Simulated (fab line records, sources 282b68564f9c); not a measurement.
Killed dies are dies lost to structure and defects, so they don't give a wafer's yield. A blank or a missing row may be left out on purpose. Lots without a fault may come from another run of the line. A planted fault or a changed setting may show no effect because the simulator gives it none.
Split-lot experiment | flow rit_cmos | 5 lots, 23 wafers read, on a route of 202 steps

THE SPLIT
At RIT_NRETRO_SOFTBAKE_02 (time 60 s), the setting temp_c was moved away from the recipe's 90 C on 11 of the 23 wafers read, by -4.0% to +3.3%. The other wafers ran this setting at the recipe's value.

FROM THE SPLIT TO THE READING: what the file shows between them, 2 steps
- RIT_NRETRO_EXPOSE_03: exposes mask M4, target cd 43900 nm
- RIT_NRETRO_PEB_04

THE READING
NOVOLAK_of_NRETRO_COAT_01.thk_nm (the simulator's own value, which no gauge read), in nm, at RIT_NRETRO_DEVELOP_05 (develop time 68 s). The file gives no usual value for it. The 12 wafers here that ran the recipe average 1312 nm, standard deviation 2.6 nm.

wafer  | tool, chamber at the split | temp_c as run, C | against the recipe | NOVOLAK_of_NRETRO_COAT_01.thk_nm, nm | against lot-mates on the recipe
L074.1 | litho_track-01, 0          | 90               | recipe             | 1310                                 | -
L074.3 | litho_track-01, 0          | 90               | recipe             | 1310                                 | -
L074.5 | litho_track-01, 0          | 90               | recipe             | 1313                                 | -
L075.1 | litho_track-04, 0          | 90               | recipe             | 1310                                 | -
L075.2 | litho_track-04, 0          | 90               | recipe             | 1312                                 | -
L075.4 | litho_track-04, 0          | 86.4             | -4.0%              | 1325                                 | +14
L075.6 | litho_track-04, 0          | 86.4             | -4.0%              | 1325                                 | +14
L075.5 | litho_track-04, 0          | 90               | recipe             | 1311                                 | -
L077.1 | litho_track-01, 0          | 91.61            | +1.8%              | 1309                                 | -1
L077.2 | litho_track-01, 0          | 91.61            | +1.8%              | 1311                                 | +1
L077.3 | litho_track-01, 0          | 90               | recipe             | 1310                                 | -
L077.5 | litho_track-01, 0          | 90               | recipe             | 1310                                 | -
L077.4 | litho_track-01, 0          | 91.61            | +1.8%              | 1312                                 | +2
L081.1 | litho_track-01, 0          | 92.98            | +3.3%              | 1307                                 | -6
L081.2 | litho_track-01, 0          | 90               | recipe             | 1317                                 | -
L081.3 | litho_track-01, 0          | 92.98            | +3.3%              | 1305                                 | -8
L081.5 | litho_track-01, 0          | 90               | recipe             | 1310                                 | -
L081.6 | litho_track-01, 0          | 92.98            | +3.3%              | 1301                                 | -12
L083.1 | litho_track-01, 0          | 87.95            | -2.3%              | 1323                                 | +8
L083.2 | litho_track-01, 0          | 87.95            | -2.3%              | 1323                                 | +8
L083.4 | litho_track-01, 0          | 87.95            | -2.3%              | 1323                                 | +8
L083.3 | litho_track-01, 0          | 90               | recipe             | 1317                                 | -
L083.5 | litho_track-01, 0          | 90               | recipe             | 1314                                 | -

THE FIT
A straight line over all 23 wafers: NOVOLAK_of_NRETRO_COAT_01.thk_nm changes by -2.92 nm for each +1% of temp_c; r = -0.90; the points scatter about the line by 2.9 nm.
The same after taking each lot's own level away (the mean of its wafers on the recipe; 23 wafers): -2.79 nm for each +1%; r = -0.91; scatter 2.6 nm.
On that fit, the largest move of temp_c shifts the reading by 11 nm.
The lots' own levels span 1310.0 to 1315.5 nm, that is 2.1 times the standard deviation above.
So the lot-to-lot level changes the slope little: the two slopes agree.
Check: with one of the wafers moved furthest among these (-4.0%) left out of the fit, the line predicts +11.8 nm for it against its lot-mates. It came out at +14 nm against them.

OTHER SPLITS ON THESE WAFERS
These wafers also went through other splits before the reading. Each is held against what the fit with the lots' levels taken away leaves over:
other split on the same wafers  | wafers away from the commonest value | r with NOVOLAK_of_NRETRO_COAT_01.thk_nm (lot level and that fit taken away)
RIT_ACTIVE_CVD_03 time_s        | 18                                   | +0.28
RIT_ACTIVE_ETCH_13 time_s       | 9                                    | +0.25
RIT_FOX2_OXIDATION_00 ox_time_s | 18                                   | +0.42
RIT_NWELL_SOFTBAKE_02 temp_c    | 8                                    | -0.34
RIT_PWELL_COAT_01 spin_rpm      | 8                                    | +0.11

THE FILE'S OWN FIT
NOVOLAK_of_NRETRO_COAT_01.thk_nm changes by -2.86 nm for each +1% of temp_c, r = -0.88.
